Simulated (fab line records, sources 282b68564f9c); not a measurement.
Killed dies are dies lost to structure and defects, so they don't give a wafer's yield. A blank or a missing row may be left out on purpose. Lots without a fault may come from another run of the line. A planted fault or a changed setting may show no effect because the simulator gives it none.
Split-lot experiment | flow rit_cmos | 5 lots, 23 wafers read, on a route of 202 steps

THE SPLIT
At RIT_ACTIVE_OXIDATION_01 (target thk 46.8 nm, ox time 3360 s), the setting temp_c was moved away from the recipe's 1000 C on 15 of the 23 wafers read, by +2.2% to +2.8%. The other wafers ran this setting at the recipe's value.

The file shows no step between the split and the reading.

THE READING
ACTIVE_OXIDE_THK, in nm, at RIT_ACTIVE_THK_MEAS_02. Fault-free wafers of this fab line usually give 47.0 nm, standard deviation 0.64 nm.

wafer  | tool, chamber at the split | temp_c as run, C | against the recipe | ACTIVE_OXIDE_THK, nm | against lot-mates on the recipe
L074.1 | -, -                       | 1023             | +2.3%              | 58.6                 | no lot-mate on the recipe
L074.2 | -, -                       | 1023             | +2.3%              | 57.7                 | no lot-mate on the recipe
L074.4 | -, -                       | 1023             | +2.3%              | 58.3                 | no lot-mate on the recipe
L074.5 | -, -                       | 1023             | +2.3%              | 57.7                 | no lot-mate on the recipe
L074.6 | -, -                       | 1023             | +2.3%              | 58.3                 | no lot-mate on the recipe
L075.1 | -, -                       | 1028             | +2.8%              | 61.9                 | no lot-mate on the recipe
L075.2 | -, -                       | 1028             | +2.8%              | 61.6                 | no lot-mate on the recipe
L075.3 | -, -                       | 1028             | +2.8%              | 61.8                 | no lot-mate on the recipe
L075.4 | -, -                       | 1028             | +2.8%              | 61.5                 | no lot-mate on the recipe
L075.6 | -, -                       | 1028             | +2.8%              | 61.0                 | no lot-mate on the recipe
L078.1 | -, -                       | 1022             | +2.2%              | 57.6                 | no lot-mate on the recipe
L078.3 | -, -                       | 1022             | +2.2%              | 57.5                 | no lot-mate on the recipe
L078.4 | -, -                       | 1022             | +2.2%              | 57.8                 | no lot-mate on the recipe
L078.5 | -, -                       | 1022             | +2.2%              | 57.7                 | no lot-mate on the recipe
L078.6 | -, -                       | 1022             | +2.2%              | 56.9                 | no lot-mate on the recipe
L080.1 | -, -                       | 1000             | recipe             | 46.7                 | -
L080.2 | -, -                       | 1000             | recipe             | 46.0                 | -
L080.3 | -, -                       | 1000             | recipe             | 46.2                 | -
L080.5 | -, -                       | 1000             | recipe             | 46.8                 | -
L080.6 | -, -                       | 1000             | recipe             | 46.4                 | -
L085.2 | furnace-03, 0              | 1000             | recipe             | 47.6                 | -
L085.3 | furnace-03, 0              | 1000             | recipe             | 47.9                 | -
L085.6 | furnace-03, 0              | 1000             | recipe             | 47.0                 | -

THE FIT
A straight line over all 23 wafers: ACTIVE_OXIDE_THK changes by +5.09 nm for each +1% of temp_c; r = +1.00; the points scatter about the line by 0.61 nm.
Too few moved wafers have a lot-mate on the recipe to fit a line with each lot's own level taken away.

THE WHOLE CHAIN: every reading that the file lists as answering this split, in the file's order
step                    | what it does                                            | reading                                                                             | change (the file's fit)              | r (the file's)
RIT_ACTIVE_OXIDATION_01 | target thk 46.8 nm, ox time 3360 s                      | SiO2_of_ACTIVE_OXIDATION_01.thk_nm (the simulator's own value, which no gauge read) | +5.09 nm for each +1% of the setting | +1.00
RIT_ACTIVE_THK_MEAS_02  |                                                         | ACTIVE_OXIDE_THK                                                                    | +5.08 for each +1% of the setting    | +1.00
RIT_FOX2_WET_ETCH_03    | etches Si3N4 in H3PO4, target depth 195 nm, time 2700 s | SiO2_of_ACTIVE_OXIDATION_01.thk_nm (the simulator's own value, which no gauge read) | +4.54 nm for each +1% of the setting | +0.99
RIT_M1_PROBE_99         |                                                         | etest.nldd.width_nm (the simulator's own value, which no gauge read)                | -61 nm for each +1% of the setting   | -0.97
RIT_M1_PROBE_99         |                                                         | etest.pldd.width_nm (the simulator's own value, which no gauge read)                | -61.5 nm for each +1% of the setting | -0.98

THE FILE'S OWN FIT
ACTIVE_OXIDE_THK changes by +5.08 nm for each +1% of temp_c, r = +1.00.
